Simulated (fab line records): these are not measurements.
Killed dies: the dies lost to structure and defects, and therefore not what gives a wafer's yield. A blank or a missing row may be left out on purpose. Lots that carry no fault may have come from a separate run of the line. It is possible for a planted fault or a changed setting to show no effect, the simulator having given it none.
Which of the tools did it?    flow berkeley cmos170    Sampling: 7 lots, 21 wafers, 2 of 331 route steps

== WHAT EACH GAUGE READ, for each wafer ==
UCB170_NSD_TW_MEAS_10.
lot   measured      on             NSD_TW
L763  day 7 08:46   film metro-02  4249 4247 4234
L769  day 8 10:29   film metro-01  4223 4212 4190
L772  day 8 15:52   film metro-02  4265 4244 4253
L776  day 9 14:43   film metro-01  4206 4218 4208
L778  day 10 06:03  film metro-04  4167 4198 4208
L784  day 11 06:50  film metro-01  4229 4193 4198
L782  day 11 06:46  film metro-02  4240 4235 4237

== TOOL THAT RAN EACH LOT (tool first, then ch and the chambers of the sampled wafers, then the start) ==
lot   UCB170_PSD_EXPOSE_03
L763  krf scanner-01 ch 0, day 7 04:33
L769  krf scanner-01 ch 0, day 8 07:23
L772  krf scanner-01 ch 0, day 8 12:55
L776  krf scanner-01 ch 0, day 9 11:43
L778  krf scanner-01, day 10 01:07
L784  krf scanner-01 ch 0, day 11 00:58
L782  krf scanner-01 ch 0, day 11 01:29
- UCB170_PSD_EXPOSE_03: exposes mask PSELECT MOD, target cd 1200 nm.

== THE ANSWER, worked out from the rows above alone ==
Rule: the usual values come from the lots themselves. The widest of any qualifying gaps counts: lots, ordered by their means at a reading, are off when they make up no more than a third of the lots, leave a main group of 4 or more, and stand apart from it by 3 or more times the standard deviation of that group's means. Not used: any main group whose means are identical at the precision the tables above print for the reading. A lot without any number at a reading at which 4 lots or more have one is off too. All remaining lots with rows at the step are treated as sound.
Across all readings shown, no lot is off: no conclusion can be drawn from this.

== WHAT THE SIMULATOR HAD INSERTED ==
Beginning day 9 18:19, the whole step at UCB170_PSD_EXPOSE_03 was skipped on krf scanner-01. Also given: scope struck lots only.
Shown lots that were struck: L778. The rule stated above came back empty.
